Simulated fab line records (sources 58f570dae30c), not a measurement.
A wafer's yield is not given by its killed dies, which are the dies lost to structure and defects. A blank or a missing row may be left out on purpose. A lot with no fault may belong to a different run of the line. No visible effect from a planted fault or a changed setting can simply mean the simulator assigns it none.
Lot-split experiment | flow berkeleyCmos170 | on a route of 331 steps: 5 lots, 23 wafers read

SPLIT DETAILS
At UCB170_SCREENOX_OXIDATION_01 (target thk 14.4 nm, ox time 2400 s), the setting oxTimeS was moved away from the recipe's 2400 s on 10 of the 23 wafers read, by +7.7% to +11.7%. All remaining wafers had this setting at the recipe value.

There is no step in the file separating the split from the reading.

THE READING
SCREENOX_OXIDE_THK at UCB170_SCREENOX_THK_MEAS_02, in nm. Typical for fault-free wafers on this fab line: 14.39 nm, with standard deviation 0.22 nm.

wafer  | tool, chamber at the split | oxTimeS as run, s | against the recipe | SCREENOX_OXIDE_THK, nm | against lot-mates on the recipe
L075.1 | furnace-02, 0              | 2400              | recipe             | 14.48                  | -
L075.3 | furnace-02, 0              | 2400              | recipe             | 14.44                  | -
L075.5 | furnace-02, 0              | 2400              | recipe             | 14.58                  | -
L076.2 | -, -                       | 2682              | +11.7%             | 15.92                  | no lot-mate on the recipe
L076.3 | -, -                       | 2682              | +11.7%             | 15.75                  | no lot-mate on the recipe
L076.4 | -, -                       | 2682              | +11.7%             | 15.70                  | no lot-mate on the recipe
L076.5 | -, -                       | 2682              | +11.7%             | 15.87                  | no lot-mate on the recipe
L076.6 | -, -                       | 2682              | +11.7%             | 15.84                  | no lot-mate on the recipe
L078.1 | -, -                       | 2400              | recipe             | 14.68                  | -
L078.2 | -, -                       | 2400              | recipe             | 14.35                  | -
L078.4 | -, -                       | 2400              | recipe             | 14.19                  | -
L078.5 | -, -                       | 2400              | recipe             | 14.41                  | -
L078.6 | -, -                       | 2400              | recipe             | 14.51                  | -
L080.1 | -, -                       | 2400              | recipe             | 14.23                  | -
L080.2 | -, -                       | 2400              | recipe             | 14.09                  | -
L080.3 | -, -                       | 2400              | recipe             | 14.36                  | -
L080.4 | -, -                       | 2400              | recipe             | 14.24                  | -
L080.5 | -, -                       | 2400              | recipe             | 14.23                  | -
L084.1 | -, -                       | 2586              | +7.7%              | 14.87                  | no lot-mate on the recipe
L084.2 | -, -                       | 2586              | +7.7%              | 15.04                  | no lot-mate on the recipe
L084.3 | -, -                       | 2586              | +7.7%              | 15.13                  | no lot-mate on the recipe
L084.5 | -, -                       | 2586              | +7.7%              | 15.21                  | no lot-mate on the recipe
L084.6 | -, -                       | 2586              | +7.7%              | 15.05                  | no lot-mate on the recipe

FIT RESULTS
A straight line over all 23 wafers: SCREENOX_OXIDE_THK changes by +0.115 nm for each +1% of oxTimeS; r = +0.96; the points scatter about the line by 0.18 nm.
Too few moved wafers with a lot-mate on the recipe to fit a line net of each lot's own level.

THE WHOLE CHAIN: every reading that the file lists as answering this split, in the file's order
step                         | what it does                       | reading                                                                              | change (the file's fit)               | r (the file's)
UCB170_SCREENOX_OXIDATION_01 | target thk 14.4 nm, ox time 2400 s | SiO2_of_SCREENOX_OXIDATION_01.thkNm (the simulator's own value, which no gauge read) | +0.113 nm for each +1% of the setting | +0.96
UCB170_SCREENOX_THK_MEAS_02  |                                    | SCREENOX_OXIDE_THK                                                                   | +0.115 for each +1% of the setting    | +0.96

FILE'S OWN FIT
SCREENOX_OXIDE_THK changes by +0.115 nm for each +1% of oxTimeS, r = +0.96.
